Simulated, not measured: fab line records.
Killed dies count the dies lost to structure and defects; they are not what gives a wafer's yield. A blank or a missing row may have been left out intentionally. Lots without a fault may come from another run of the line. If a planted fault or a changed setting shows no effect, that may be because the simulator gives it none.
The same fault as seen by 2 desks | flow berkeley_cmos170 | only its own numbers are on each desk; what lay behind them is given at the end

## FOR THE TOOL OWNER'S DESK: litho_track-01
The tool's own readings at UCB170_M2_PEB_13, given as means over the sampled wafers that have a number, one for each lot that went through this tool. A lot is out of limits, marked OUT, if its mean lies more than 4 standard deviations from the usual mean; the brackets give that distance.
Columns: A = heater_power_total_W at UCB170_M2_PEB_13, usual 56.81 W; B = plate_temp_C at UCB170_M2_PEB_13, usual 129.99 C
lot  | first seen here | A               | B
L261 | day 8 22:55     | 56.78           | 130.05
L266 | day 9 07:07     | 56.81           | 130.06
L267 | day 9 21:07     | 56.77           | 129.89
L270 | day 10 06:12    | 56.79           | 130.16
L271 | day 10 20:53    | 53.01 (-86) OUT | 123.19 (-49) OUT
L272 | day 10 21:56    | 52.96 (-87) OUT | 123.27 (-48) OUT
Finding of this desk: L271, L272 out of limits; the first was L271 at day 10 20:53, on heater_power_total_W at UCB170_M2_PEB_13. L261, L266, L267, L270: within limits.

## THE METROLOGY DESK
What the gauges read, lot by lot, whatever tool the lot ran on: means of the sampled wafers that have a number. A lot is out of limits, marked OUT, if its mean lies more than 4 standard deviations from the usual mean; the brackets give that distance.
Columns: A = NSD_OVL at UCB170_NSD_OVL_MEAS_07, usual 0 nm; B = cd_nm at UCB170_M2_CD_MEAS_15, usual 699.6 nm
lot  | first seen here | A  | B
L261 | day 8 02:53     | -2 | 699.1
L266 | day 8 11:59     | -2 | 698.5
L268 | day 9 04:13     | -2 | 701.3
L267 | day 9 05:13     | -6 | 699.6
L269 | day 9 13:29     | -6 | 698.3
L270 | day 9 13:38     | 1  | 698.2
L271 | day 9 23:07     | 7  | 759.1 (+40) OUT
L272 | day 9 23:26     | -1 | 757.0 (+38) OUT
L278 | day 11 02:10    | -2 | 699.4
L280 | day 11 22:13    | 2  | 701.8
L279 | day 12 04:11    | -9 | 697.7
L283 | day 12 04:25    | 6  | 700.2
L282 | day 12 04:39    | -3 | 700.8
L281 | day 12 04:54    | 2  | 699.8
Finding of this desk: L271, L272 out of limits; the first was L271 at day 10 21:09, on cd_nm at UCB170_M2_CD_MEAS_15. L261, L266, L268, L267, L269, L270, L278, L280, L279, L283, L282, L281: within limits.

## ALL TOGETHER
The tool owner's desk could have raised an alarm at day 10 20:53, on L271, L272.
On L271, L272, the metrology desk was in a position to raise an alarm at day 10 21:09.
UCB170_M2_PEB_13 was run on litho_track-01 by each of the lots named.

## WHAT WAS PUT IN BY THE SIMULATOR
Process parameters drifting: litho_track-01 at UCB170_M2_PEB_13, beginning at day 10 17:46. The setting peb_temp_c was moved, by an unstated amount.
Struck lots among those shown: L271, L272.
Hours from the fault's start to each desk's first reading out of limits: the tool owner's desk, 3; the metrology desk, 3.
